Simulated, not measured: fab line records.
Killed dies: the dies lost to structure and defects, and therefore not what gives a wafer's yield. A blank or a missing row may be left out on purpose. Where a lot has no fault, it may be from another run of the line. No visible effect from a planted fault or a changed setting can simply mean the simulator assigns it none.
Commonality check across tools + flow berkeleyCmos170 + 15 lots, 45 wafers sampled

== WHAT PROMPTED THE OPENING ==
At UCB170_M2_CD_MEAS_90 the reading cdNm is flagged on 3 of 15 lots. Fault-free wafers read 702 nm, with a standard deviation of 3.8.
Rule: a lot is flagged when every wafer of it that has a number lies more than 4 standard deviations from that mean, or none has a number. The other lots count as sound.

| lot  | measured     | on       | cdNm (nm), wafer by wafer | flag    |
|------|--------------|----------|---------------------------|---------|
| L735 | day 7 11:26  | cdSem-02 | 700 707 699               |         |
| L737 | day 8 03:50  | cdSem-01 | 704 704 707               |         |
| L739 | day 8 04:02  | cdSem-01 | 704 705 706               |         |
| L738 | day 8 04:07  | cdSem-02 | 694 697 703               |         |
| L740 | day 8 04:22  | cdSem-01 | 704 697 696               |         |
| L741 | day 8 11:20  | cdSem-01 | 698 698 703               |         |
| L742 | day 9 07:52  | cdSem-02 | 699 705 705               |         |
| L743 | day 9 08:29  | cdSem-02 | 721 720 724               | FLAGGED |
| L747 | day 9 15:48  | cdSem-01 | 728 726 722               | FLAGGED |
| L746 | day 9 20:13  | cdSem-02 | 728 723 726               | FLAGGED |
| L749 | day 10 14:17 | cdSem-02 | 706 707 697               |         |
| L754 | day 11 19:46 | cdSem-02 | 707 707 706               |         |
| L753 | day 11 20:21 | cdSem-02 | 704 694 698               |         |
| L756 | day 12 05:13 | cdSem-01 | 703 706 702               |         |
| L755 | day 12 05:19 | cdSem-02 | 693 701 692               |         |
The numbers of the flagged lots are 724 nm on average: +22 nm against the usual, or +6 standard deviations.

== EACH LOT AND THE TOOL IT RAN ON ==
The record holds 2 process steps before the reading, out of a route of 331 steps. In each cell: the tool, then ch and the chambers that the sampled wafers went through, then the start.
| lot  | flag    | UCB170_M2_METAL_ETCH_18          | UCB170_M2_STRIP_19                  |
|------|---------|----------------------------------|-------------------------------------|
| L735 |         | rieMetal-03 ch 0,1, day 7 11:08  | plasmaAsher-02 ch 0,1, day 7 11:19  |
| L737 |         | rieMetal-02 ch 0,1, day 8 03:33  | plasmaAsher-04 ch 0,1, day 8 03:43  |
| L739 |         | rieMetal-04 ch 1, day 8 03:45    | plasmaAsher-04 ch 0,1, day 8 03:56  |
| L738 |         | rieMetal-03 ch 0,1, day 8 03:48  | plasmaAsher-02 ch 0,1, day 8 03:59  |
| L740 |         | rieMetal-02 ch 0,1, day 8 04:04  | plasmaAsher-04 ch 0,1, day 8 04:16  |
| L741 |         | rieMetal-02 ch 0,1, day 8 11:04  | plasmaAsher-01 ch 0,1, day 8 11:14  |
| L742 |         | rieMetal-04 ch 0,1, day 9 07:33  | plasmaAsher-02 ch 0, day 9 07:44    |
| L743 | FLAGGED | rieMetal-02 ch 0,1, day 9 08:13  | plasmaAsher-04 ch 0,1, day 9 08:22  |
| L747 | FLAGGED | rieMetal-02 ch 0,1, day 9 15:31  | plasmaAsher-01 ch 0,1, day 9 15:40  |
| L746 | FLAGGED | rieMetal-02 ch 1, day 9 19:47    | plasmaAsher-02 ch 0,1, day 9 20:06  |
| L749 |         | rieMetal-03 ch 0,1, day 10 14:02 | plasmaAsher-04 ch 0,1, day 10 14:11 |
| L754 |         | rieMetal-04 ch 0,1, day 11 19:28 | plasmaAsher-01 ch 1, day 11 19:39   |
| L753 |         | rieMetal-03 ch 0,1, day 11 20:02 | plasmaAsher-02 ch 0,1, day 11 20:14 |
| L756 |         | rieMetal-04 ch 0,1, day 12 04:54 | plasmaAsher-04 ch 0,1, day 12 05:05 |
| L755 |         | rieMetal-03 ch 0,1, day 12 05:01 | plasmaAsher-01 ch 0,1, day 12 05:13 |
What is done by these steps:
- UCB170_M2_METAL_ETCH_18: etches Al in Cl2/BCl3, stops on SiO2, target depth 1170 nm, time 195 s.
- UCB170_M2_STRIP_19: strips in O2.
- UCB170_M2_CD_MEAS_90: target cd 700 nm.

== FLAGGED OVER TOTAL, TOOL BY TOOL (the gauges that took the reading come last) ==
| step                    | tool           | lots run | flagged | share of the flagged lots | sound lots run after its first flagged lot |
|-------------------------|----------------|----------|---------|---------------------------|--------------------------------------------|
| UCB170_M2_METAL_ETCH_18 | rieMetal-02    | 6        | 3       | all                       | 0                                          |
| UCB170_M2_METAL_ETCH_18 | rieMetal-03    | 5        | 0       | none                      | -                                          |
| UCB170_M2_METAL_ETCH_18 | rieMetal-04    | 4        | 0       | none                      | -                                          |
| UCB170_M2_STRIP_19      | plasmaAsher-01 | 4        | 1       | some                      | 2 (L754,L755)                              |
| UCB170_M2_STRIP_19      | plasmaAsher-02 | 5        | 1       | some                      | 1 (L753)                                   |
| UCB170_M2_STRIP_19      | plasmaAsher-04 | 6        | 1       | some                      | 2 (L749,L756)                              |
| UCB170_M2_CD_MEAS_90    | cdSem-01       | 6        | 1       | some                      | 1 (L756)                                   |
| UCB170_M2_CD_MEAS_90    | cdSem-02       | 9        | 2       | some                      | 4 (L749,L754,L753,L755)                    |

== THE TABLE: WHAT IT ALLOWS ==
1 row of the table ran every flagged lot: rieMetal-02 at UCB170_M2_METAL_ETCH_18.
- rieMetal-02 at UCB170_M2_METAL_ETCH_18 ran 6 lots, 3 of them flagged. It ran its last sound lot, L741, at day 8 11:04 and its first flagged lot, L743, at day 9 08:13: a fault with its onset between the two fits. Its own readings lie more than 4 standard deviations out on every wafer of the flagged lots: oesProductAu, runLengthS.
rieMetal-02 at UCB170_M2_METAL_ETCH_18 is the single tool remaining.

== WHAT THE SIMULATOR PUT IN ==
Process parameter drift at UCB170_M2_METAL_ETCH_18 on rieMetal-02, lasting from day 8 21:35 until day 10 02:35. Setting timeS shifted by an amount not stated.
Shown lots that were struck: L743, L747, L746. The rule above reached the same finding.
